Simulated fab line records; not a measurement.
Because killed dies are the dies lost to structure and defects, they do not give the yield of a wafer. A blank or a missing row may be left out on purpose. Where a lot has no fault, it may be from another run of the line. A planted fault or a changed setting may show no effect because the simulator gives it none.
Which tool was responsible? | flow berkeley_cmos170 | 14 lots, 42 wafers sampled, at 5 steps of a route of 331

WHAT THE GAUGES READ, wafer by wafer
UCB170_NVT_TW_MEAS_09. Usual: NVT_TW gives 523 (standard deviation 4.7).
lot  | measured     | on            | NVT_TW      | flag
L978 | day 6 14:08  | film_metro-02 | 517 517 515 |
L979 | day 7 05:16  | film_metro-02 | 517 516 514 |
L980 | day 7 14:56  | film_metro-03 | 590 589 589 | OFF
L982 | day 7 14:56  | film_metro-01 | 521 523 522 |
L981 | day 7 15:05  | film_metro-02 | 574 576 577 | OFF
L983 | day 8 04:19  | film_metro-03 | 528 526 528 |
L985 | day 8 14:04  | film_metro-03 | 526 529 527 |
L994 | day 10 16:30 | film_metro-03 | 529 525 527 |
L993 | day 10 16:43 | film_metro-02 | 518 519 519 |
L995 | day 10 22:55 | film_metro-03 | 527 528 525 |
L997 | day 11 08:02 | film_metro-03 | 530 532 532 |
L996 | day 11 08:17 | film_metro-02 | 520 520 523 |
L999 | day 11 23:25 | film_metro-03 | 530 529 529 |
L998 | day 12 00:07 | film_metro-01 | 522 523 524 |

UCB170_V2_CD_MEAS_12 targets a cd of 700 nm. Usual: 699.6 nm for cd_nm, sd 1.3.
lot  | measured     | on        | cd_nm (nm)        | flag
L978 | day 9 03:10  | cd_sem-01 | 698.9 698.9 698.5 |
L979 | day 9 13:46  | cd_sem-02 | 699.2 698.9 697.7 |
L980 | day 9 21:00  | cd_sem-01 | 699.3 698.6 698.4 |
L982 | day 9 20:43  | cd_sem-01 | 700.6 701.1 701.0 |
L981 | day 9 18:22  | cd_sem-01 | 700.3 700.0 699.6 |
L983 | day 10 05:43 | cd_sem-02 | 700.2 699.4 699.5 |
L985 | day 10 20:14 | cd_sem-01 | 698.1 699.0 698.3 |
L994 | day 13 03:32 | cd_sem-02 | 701.1 702.5 701.2 |
L993 | day 13 06:23 | cd_sem-01 | 700.5 700.0 700.1 |
L995 | day 13 17:03 | cd_sem-01 | 700.4 699.9 701.6 |
L997 | day 13 18:23 | cd_sem-01 | 699.5 699.5 699.1 |
L996 | day 13 17:40 | cd_sem-01 | 698.7 700.6 700.9 |
L999 | day 14 08:17 | cd_sem-01 | 698.5 699.3 700.1 |
L998 | day 14 09:56 | cd_sem-01 | 695.0 696.2 697.1 |

UCB170_M3_BOW_MEAS_20. Usual: M3_BOW gives 36 um (standard deviation 7).
lot  | measured     | on            | M3_BOW (um) | flag
L978 | day 9 06:37  | film_metro-02 | 32 47 29    |
L979 | day 9 16:58  | film_metro-02 | 33 49 32    |
L980 | day 10 00:30 | film_metro-02 | 40 37 28    |
L982 | day 9 23:58  | film_metro-02 | 42 28 34    |
L981 | day 9 21:35  | film_metro-04 | 37 42 40    |
L983 | day 10 10:02 | film_metro-01 | 28 39 27    |
L985 | day 10 23:56 | film_metro-01 | 33 38 40    |
L994 | day 13 07:52 | film_metro-04 | 31 26 37    |
L993 | day 13 09:35 | film_metro-04 | 35 27 37    |
L995 | day 13 20:52 | film_metro-04 | 40 41 39    |
L997 | day 13 22:26 | film_metro-01 | 37 38 46    |
L996 | day 13 21:35 | film_metro-01 | 40 45 43    |
L999 | day 14 12:04 | film_metro-02 | 31 41 28    |
L998 | day 14 15:36 | film_metro-02 | 36 34 42    |

WHICH TOOL RAN EACH LOT (tool, then ch and the chambers of the sampled wafers, then the start)
lot  | UCB170_NVT_IMPLANT_07           | UCB170_SILICIDE_SPUTTER_01
L978 | implanter-03 ch 0, day 6 13:53  | pvd_sputter-04, day 8 09:14
L979 | implanter-03 ch 0, day 7 05:01  | pvd_sputter-04, day 8 22:28
L980 | implanter-03 ch 0, day 7 14:41  | pvd_sputter-03, day 9 03:50
L982 | implanter-01 ch 0, day 7 14:41  | pvd_sputter-04, day 9 03:28
L981 | implanter-03 ch 0, day 7 14:50  | pvd_sputter-01, day 9 03:01
L983 | implanter-02 ch 0, day 8 04:05  | pvd_sputter-03, day 9 13:53
L985 | implanter-01 ch 0, day 8 13:50  | pvd_sputter-03, day 10 04:07
L994 | implanter-02 ch 0, day 10 16:17 | pvd_sputter-01, day 12 07:12
L993 | implanter-03 ch 0, day 10 16:28 | pvd_sputter-03, day 12 07:49
L995 | implanter-03 ch 0, day 10 22:41 | pvd_sputter-04, day 12 16:37
L997 | implanter-03 ch 0, day 11 07:49 | pvd_sputter-03, day 12 17:04
L996 | implanter-02 ch 0, day 11 08:02 | pvd_sputter-01, day 12 16:46
L999 | implanter-01 ch 0, day 11 23:11 | pvd_sputter-01, day 13 16:11
L998 | implanter-03 ch 0, day 11 23:54 | pvd_sputter-03, day 13 16:26
- UCB170_NVT_IMPLANT_07
- UCB170_SILICIDE_SPUTTER_01: material Ti, target thk 30 nm, time 25 s.

AS READ BY THE TOOLS THEMSELVES (means over the sampled wafers that have a number; for cases with no such wafer, the mark the record gives instead)
UCB170_NVT_IMPLANT_07. Usual: dose_ions_cm2 3e+12, standard deviation 3.2e+09; end_station_pressure_torr 4.99e-06 Torr, standard deviation 2.6e-07; faraday_current_uA 9.52, standard deviation 0.18.
lot  | tool         | dose_ions_cm2 | end_station_pressure_torr (Torr) | faraday_current_uA | flag
L978 | implanter-03 | 3e+12         | 4.84e-06                         | 9.53               |
L979 | implanter-03 | 3e+12         | 5.23e-06                         | 9.66               |
L980 | implanter-03 | 4e+12         | 4.73e-06                         | 13.75              | OFF
L982 | implanter-01 | 3e+12         | 4.84e-06                         | 9.42               |
L981 | implanter-03 | 4e+12         | 5.10e-06                         | 13.52              | OFF
L983 | implanter-02 | 3e+12         | 4.95e-06                         | 9.76               |
L985 | implanter-01 | 3e+12         | 4.94e-06                         | 9.67               |
L994 | implanter-02 | 3e+12         | 4.86e-06                         | 9.36               |
L993 | implanter-03 | 3e+12         | 4.93e-06                         | 9.53               |
L995 | implanter-03 | 3e+12         | 5.09e-06                         | 9.72               |
L997 | implanter-03 | 3e+12         | 4.77e-06                         | 9.53               |
L996 | implanter-02 | 3e+12         | 4.96e-06                         | 9.59               |
L999 | implanter-01 | 3e+12         | 5.00e-06                         | 9.55               |
L998 | implanter-03 | 3e+12         | 5.10e-06                         | 9.40               |

UCB170_SILICIDE_SPUTTER_01. Usual: 30.1 % for throttle_valve_pct, sd 0.57.
lot  | tool           | throttle_valve_pct (%) | flag
L978 | pvd_sputter-04 | 29.6                   |
L979 | pvd_sputter-04 | 29.2                   |
L980 | pvd_sputter-03 | 30.2                   |
L982 | pvd_sputter-04 | 29.6                   |
L981 | pvd_sputter-01 | 30.5                   |
L983 | pvd_sputter-03 | 30.9                   |
L985 | pvd_sputter-03 | 30.2                   |
L994 | pvd_sputter-01 | 30.4                   |
L993 | pvd_sputter-03 | 30.6                   |
L995 | pvd_sputter-04 | 29.2                   |
L997 | pvd_sputter-03 | 30.2                   |
L996 | pvd_sputter-01 | 30.2                   |
L999 | pvd_sputter-01 | 30.2                   |
L998 | pvd_sputter-03 | 30.5                   |

THE ANSWER, worked out from the rows above alone
Rule: a lot is off if the mean of its wafers that have a number lies more than 3 standard deviations from the usual mean. A lot without any number at a reading at which 4 lots or more have one is off too. Any other lot the step has rows for is counted as sound. First the gauges in route order, then the tools' own readings, where a lot's mean is used as printed above. At the first step where some lot is off, the reading lying furthest off is the one used; lots without a number count as furthest.
Off: L980, L981, seen at UCB170_NVT_TW_MEAS_09 (NVT_TW).
If a tool, at a process step before that reading, ran all the lots that are off and no sound lot after the first of them, it fits. The gauges at UCB170_NVT_TW_MEAS_09 aren't tried: what is off there is off at UCB170_NVT_IMPLANT_07 too, on other tools, and a gauge's error can't cause that. None of those tried fits.

WHAT THE SIMULATOR HAD INSERTED
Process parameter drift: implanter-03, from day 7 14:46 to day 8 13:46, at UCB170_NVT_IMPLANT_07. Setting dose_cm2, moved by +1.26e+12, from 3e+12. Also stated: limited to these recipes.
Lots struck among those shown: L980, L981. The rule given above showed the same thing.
